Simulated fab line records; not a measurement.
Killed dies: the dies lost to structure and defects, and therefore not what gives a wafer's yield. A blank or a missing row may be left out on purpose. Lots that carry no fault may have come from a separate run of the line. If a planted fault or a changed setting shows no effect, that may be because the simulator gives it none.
A single fault, viewed from 2 desks :: flow rit cmos :: only its own numbers are on each desk; what lay behind them is given at the end

## THE METROLOGY DESK
What the gauges read, lot by lot, whatever tool the lot ran on: means of the sampled wafers that have a number. The brackets show how far a lot's mean lies from the usual mean; more than 4 standard deviations puts the lot out of limits, marked OUT.
Columns: A = PRETRO_TW at RIT_PRETRO_TW_MEAS_10, usual 476; B = M1_AL_THK at RIT_M1_THK_MEAS_02, usual 389 nm
lot: L271
first seen here: day 2 14:25
A: 484
B: 390

lot: L272
first seen here: day 2 18:01
A: 467
B: 386

lot: L273
first seen here: day 3 00:04
A: 477
B: 391

lot: L274
first seen here: day 3 07:05
A: 486
B: 386

lot: L276
first seen here: day 3 17:16
A: 479
B: 380

lot: L281
first seen here: day 4 17:41
A: 476
B: 382

lot: L282
first seen here: day 5 06:20
A: 475
B: 398

lot: L283
first seen here: day 5 11:04
A: 474
B: 393

lot: L285
first seen here: day 5 17:35
A: 471
B: 389

lot: L286
first seen here: day 5 21:47
A: 475
B: 395

lot: L287
first seen here: day 6 02:22
A: 476
B: 389

lot: L289
first seen here: day 6 10:17
A: 471
B: 382

lot: L291
first seen here: day 6 18:23
A: 477
B: 388

lot: L293
first seen here: day 7 05:27
A: 470
B: 383
This desk's verdict: no lot among the 14 shows anything out of limits.

## TOOL OWNER'S DESK, litho track-01
The tool's own readings at RIT_PRETRO_COAT_01 (resist thk 1300 nm): means of the sampled wafers that have a number, for each lot that ran on this tool. The brackets show how far a lot's mean lies from the usual mean; more than 4 standard deviations puts the lot out of limits, marked OUT.
Columns: A = spin speed rpm at RIT_PRETRO_COAT_01, usual 1999.9 rpm
lot: L281
first seen here: day 4 16:13
A: 1829.2 (-99 or more) OUT

lot: L282
first seen here: day 5 04:55
A: 1829.0 (-99 or more) OUT
This desk's verdict: out of limits on L281, L282, starting with L281 at day 4 16:13 (spin speed rpm at RIT_PRETRO_COAT_01). In limits: none.

## TAKEN TOGETHER
On L281, L282, at day 4 16:13, an alarm was possible from the tool owner's desk.
At the metrology desk, nothing out of limits was observed.
The metrology desk holds a record of L281, L282, inside its limits.
All the named lots went through RIT_PRETRO_COAT_01 on litho track-01.

## WHAT THE SIMULATOR HAD INSERTED
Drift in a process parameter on litho track-01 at RIT_PRETRO_COAT_01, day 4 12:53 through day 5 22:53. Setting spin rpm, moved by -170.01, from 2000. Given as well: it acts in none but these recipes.
Shown lots that were struck: L281, L282.
Delay in hours, fault start to first out-of-limits reading, by desk: the tool owner's desk at 3.
